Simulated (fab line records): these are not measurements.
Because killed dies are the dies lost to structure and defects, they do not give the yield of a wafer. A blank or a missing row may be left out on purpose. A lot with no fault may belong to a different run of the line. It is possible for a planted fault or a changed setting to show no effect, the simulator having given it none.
Tool commonality check / flow ritCmos / 14 lots, 42 wafers sampled

WHY THIS WAS OPENED
RIT_SILICIDE_RS_MEAS_02, reading SILICIDE_TI_RS: flagged on 2 of 14 lots. No-fault wafers: 48.7 ohm/sq, standard deviation 0.96.
Rule: a lot is flagged in two cases, either no wafer of it has a number, or all its wafers with numbers fall more than 4 standard deviations from that mean. All remaining lots are regarded as sound.

lot=L626; measured=day 3 01:58; on=filmMetro-02; SILICIDE_TI_RS (ohm/sq), wafer by wafer=49.2 49.9 50.0; flag=
lot=L627; measured=day 3 07:58; on=filmMetro-04; SILICIDE_TI_RS (ohm/sq), wafer by wafer=49.5 49.7 49.0; flag=
lot=L628; measured=day 3 11:32; on=filmMetro-04; SILICIDE_TI_RS (ohm/sq), wafer by wafer=49.6 50.4 50.2; flag=
lot=L632; measured=day 4 14:43; on=filmMetro-02; SILICIDE_TI_RS (ohm/sq), wafer by wafer=50.2 48.9 49.4; flag=
lot=L633; measured=day 4 17:53; on=filmMetro-01; SILICIDE_TI_RS (ohm/sq), wafer by wafer=47.5 49.5 48.7; flag=
lot=L634; measured=day 5 04:49; on=filmMetro-01; SILICIDE_TI_RS (ohm/sq), wafer by wafer=48.8 48.0 48.7; flag=
lot=L635; measured=day 5 07:41; on=filmMetro-04; SILICIDE_TI_RS (ohm/sq), wafer by wafer=50.0 49.7 50.5; flag=
lot=L637; measured=day 5 15:29; on=filmMetro-01; SILICIDE_TI_RS (ohm/sq), wafer by wafer=48.3 48.9 48.9; flag=
lot=L640; measured=day 6 02:52; on=filmMetro-02; SILICIDE_TI_RS (ohm/sq), wafer by wafer=84.3 84.4 84.8; flag=FLAGGED
lot=L642; measured=day 6 09:31; on=filmMetro-04; SILICIDE_TI_RS (ohm/sq), wafer by wafer=86.8 86.3 86.2; flag=FLAGGED
lot=L643; measured=day 6 17:08; on=filmMetro-01; SILICIDE_TI_RS (ohm/sq), wafer by wafer=47.1 47.1 47.3; flag=
lot=L644; measured=day 6 21:29; on=filmMetro-02; SILICIDE_TI_RS (ohm/sq), wafer by wafer=48.5 47.4 48.1; flag=
lot=L647; measured=day 7 12:19; on=filmMetro-02; SILICIDE_TI_RS (ohm/sq), wafer by wafer=48.4 47.4 47.1; flag=
lot=L648; measured=day 7 18:07; on=filmMetro-04; SILICIDE_TI_RS (ohm/sq), wafer by wafer=48.3 49.7 49.3; flag=
The mean of the flagged lots' numbers is 85.5 ohm/sq, +36.8 ohm/sq from the usual (+38 standard deviations).

WHICH TOOL EACH LOT WENT THROUGH
The record holds 1 process step before the reading, out of a route of 202 steps. Read each cell as the tool, then ch plus the chambers that the sampled wafers visited, then the start.
lot=L626; flag=; RIT_SILICIDE_SPUTTER_01=pvdSputter-01, day 3 01:47
lot=L627; flag=; RIT_SILICIDE_SPUTTER_01=pvdSputter-01, day 3 07:49
lot=L628; flag=; RIT_SILICIDE_SPUTTER_01=pvdSputter-01, day 3 11:22
lot=L632; flag=; RIT_SILICIDE_SPUTTER_01=pvdSputter-04, day 4 14:31
lot=L633; flag=; RIT_SILICIDE_SPUTTER_01=pvdSputter-03, day 4 17:41
lot=L634; flag=; RIT_SILICIDE_SPUTTER_01=pvdSputter-04, day 5 04:40
lot=L635; flag=; RIT_SILICIDE_SPUTTER_01=pvdSputter-01, day 5 07:32
lot=L637; flag=; RIT_SILICIDE_SPUTTER_01=pvdSputter-04, day 5 15:20
lot=L640; flag=FLAGGED; RIT_SILICIDE_SPUTTER_01=pvdSputter-01, day 6 02:43
lot=L642; flag=FLAGGED; RIT_SILICIDE_SPUTTER_01=pvdSputter-01, day 6 09:19
lot=L643; flag=; RIT_SILICIDE_SPUTTER_01=pvdSputter-03, day 6 16:57
lot=L644; flag=; RIT_SILICIDE_SPUTTER_01=pvdSputter-04, day 6 21:19
lot=L647; flag=; RIT_SILICIDE_SPUTTER_01=pvdSputter-04, day 7 12:10
lot=L648; flag=; RIT_SILICIDE_SPUTTER_01=pvdSputter-03, day 7 17:55
What is done by these steps:
- RIT_SILICIDE_SPUTTER_01: material Ti, target thk 30 nm, time 236.4 s.
- RIT_SILICIDE_RS_MEAS_02: measures by four-point-probe.

FLAGGED AGAINST TOTAL, ONE TOOL AT A TIME (gauges that did the reading follow at the end)
step=RIT_SILICIDE_SPUTTER_01; tool=pvdSputter-01; lots run=6; flagged=2; share of the flagged lots=all; sound lots run after its first flagged lot=0
step=RIT_SILICIDE_SPUTTER_01; tool=pvdSputter-03; lots run=3; flagged=0; share of the flagged lots=none; sound lots run after its first flagged lot=-
step=RIT_SILICIDE_SPUTTER_01; tool=pvdSputter-04; lots run=5; flagged=0; share of the flagged lots=none; sound lots run after its first flagged lot=-
step=RIT_SILICIDE_RS_MEAS_02; tool=filmMetro-01; lots run=4; flagged=0; share of the flagged lots=none; sound lots run after its first flagged lot=-
step=RIT_SILICIDE_RS_MEAS_02; tool=filmMetro-02; lots run=5; flagged=1; share of the flagged lots=some; sound lots run after its first flagged lot=2 (L644,L647)
step=RIT_SILICIDE_RS_MEAS_02; tool=filmMetro-04; lots run=5; flagged=1; share of the flagged lots=some; sound lots run after its first flagged lot=1 (L648)

THE TABLE: WHAT IT ALLOWS
All flagged lots share 1 row of the table, namely pvdSputter-01 at RIT_SILICIDE_SPUTTER_01.
- pvdSputter-01 at RIT_SILICIDE_SPUTTER_01: 2 of its 6 lots flagged. A fault beginning between L635 (day 5 07:32), its last sound lot, and L640 (day 6 02:43), its first flagged one, fits the data.
What remains is a single tool, pvdSputter-01 at RIT_SILICIDE_SPUTTER_01.

WHAT THE SIMULATOR HAD INSERTED
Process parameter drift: pvdSputter-01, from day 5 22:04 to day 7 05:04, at RIT_SILICIDE_SPUTTER_01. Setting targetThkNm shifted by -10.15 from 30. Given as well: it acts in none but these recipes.
Struck lots among those shown: L640, L642. The rule above reached the same finding.
